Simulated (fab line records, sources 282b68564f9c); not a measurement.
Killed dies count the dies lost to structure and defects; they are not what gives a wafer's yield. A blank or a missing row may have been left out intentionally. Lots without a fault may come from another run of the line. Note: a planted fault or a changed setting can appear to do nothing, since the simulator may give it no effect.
Comparing a struck lot with a sound one :: flow rit_cmos :: 15 out of 202 route steps
Sound: these wafers, L914.2, L914.3, L914.6. Struck: wafers L923.1, L923.3. (L923.4 of the same lot was not struck and is left out.) The cause comes at the end.
Per side, at each step with rows, come the tool, then ch with its chambers, and then its first start. Under that, the readings that differ: sound wafers :: struck wafers :: difference of the means :: sigmas: that difference in standard deviations of wafers without a fault.
alike: readings with means less than 2 such deviations apart, plus words and numbers identical on both sides. not compared: withheld readings, readings lacking a value on some wafer, bounds such as >300 that could conceal the same value, and numbers that have no deviation in the record and whose values overlap.
A row with sigmas, a row that says differs or no value, or rows on one side alone: a step with any of these is where the two part. When numbers do not overlap yet have no deviation, they are printed without sigmas and do not part them. A reading that every wafer of one side lacks parts them only if that side has two wafers or more.

RIT_M1_SPUTTER_00: material Al, target thk 400 nm, time 500 s.
  sound: pvd_sputter-04 at day 3 09:59; struck: pvd_sputter-03 at day 5 07:17
  alike: throttle_valve_pct
RIT_M1_RS_MEAS_01: the measuring method here is four-point-probe.
  sound: film_metro-01 at day 3 10:18; struck: film_metro-02 at day 5 07:35
  alike: M1_AL_RS
RIT_M1_THK_MEAS_02: measures by xrf.
  sound: film_metro-01 at day 3 10:25; struck: film_metro-02 at day 5 07:42
  alike: M1_AL_THK
then, 6 steps without rows for these wafers: RIT_M1_HMDS_03 (prime time 60 s); RIT_M1_COAT_04 (resist thk 1300 nm); RIT_M1_SOFTBAKE_05 (time 60 s); RIT_M1_EXPOSE_06 (exposes mask M12, target cd 2600 nm); RIT_M1_PEB_07; RIT_M1_DEVELOP_08 (develop time 64.68 s).
RIT_M1_CD_MEAS_09 targets a cd of 2600 nm.
  sound: cd_sem-01 at day 3 11:35; struck: cd_sem-01 at day 5 08:38
  alike: cd_nm
RIT_M1_OVL_MEAS_10:
  sound: overlay-01 at day 3 11:41; struck: overlay-02 at day 5 08:46
  alike: M1_OVL
then, 1 step without rows for these wafers: RIT_M1_HARDBAKE_11 (time 120 s).
RIT_M1_METAL_ETCH_12: etches Al in Cl2/BCl3, stops on SiO2, time 165 s, target depth 600 nm.
  sound on rie_metal-03 ch 0,1, day 3 11:58; struck on rie_metal-03 ch 0, day 5 09:03
reading: model.NOVOLAK_of_M1_COAT_04.thk_nm (nm)
sound: 812 817.3 817.5
struck: 696.9 691.9
difference: -121.2
sigmas: 

reading: model.M1.feature_depth_nm (nm)
sound: 439.3 434.1 436.2
struck: 446.4 439.6
difference: +6.5
sigmas: 
  alike: drypump_motor_current_A, oes_product_au, throttle_valve_pct
  not compared: rf_hours_counter_h, model.SiO2_of_CONTACT_CVD_00.thk_nm
then, 1 step without rows for these wafers: RIT_M1_STRIP_13 (strips in nmp, time 600 s).
RIT_M1_PROBE_99:
  sound: prober-01 at day 3 14:25; struck: prober-02 at day 5 11:30
reading: model.etest.antenna_m1.vt_shift_v (V)
sound: -0.01062 -0.01223 -0.01105
struck: -0.0209 -0.02245
difference: -0.0104
sigmas: 
  alike: defect_limited_yield, killed_at_front_end, killed_dies, killed_open, killed_short, sort_bin_3_pad_short, sort_bin_5_function, sort_bin_6_memory, sort_n_pass, sort_yield_pct

## WHERE THEY PART
Nowhere in this record.

WHY: what the simulator had put in
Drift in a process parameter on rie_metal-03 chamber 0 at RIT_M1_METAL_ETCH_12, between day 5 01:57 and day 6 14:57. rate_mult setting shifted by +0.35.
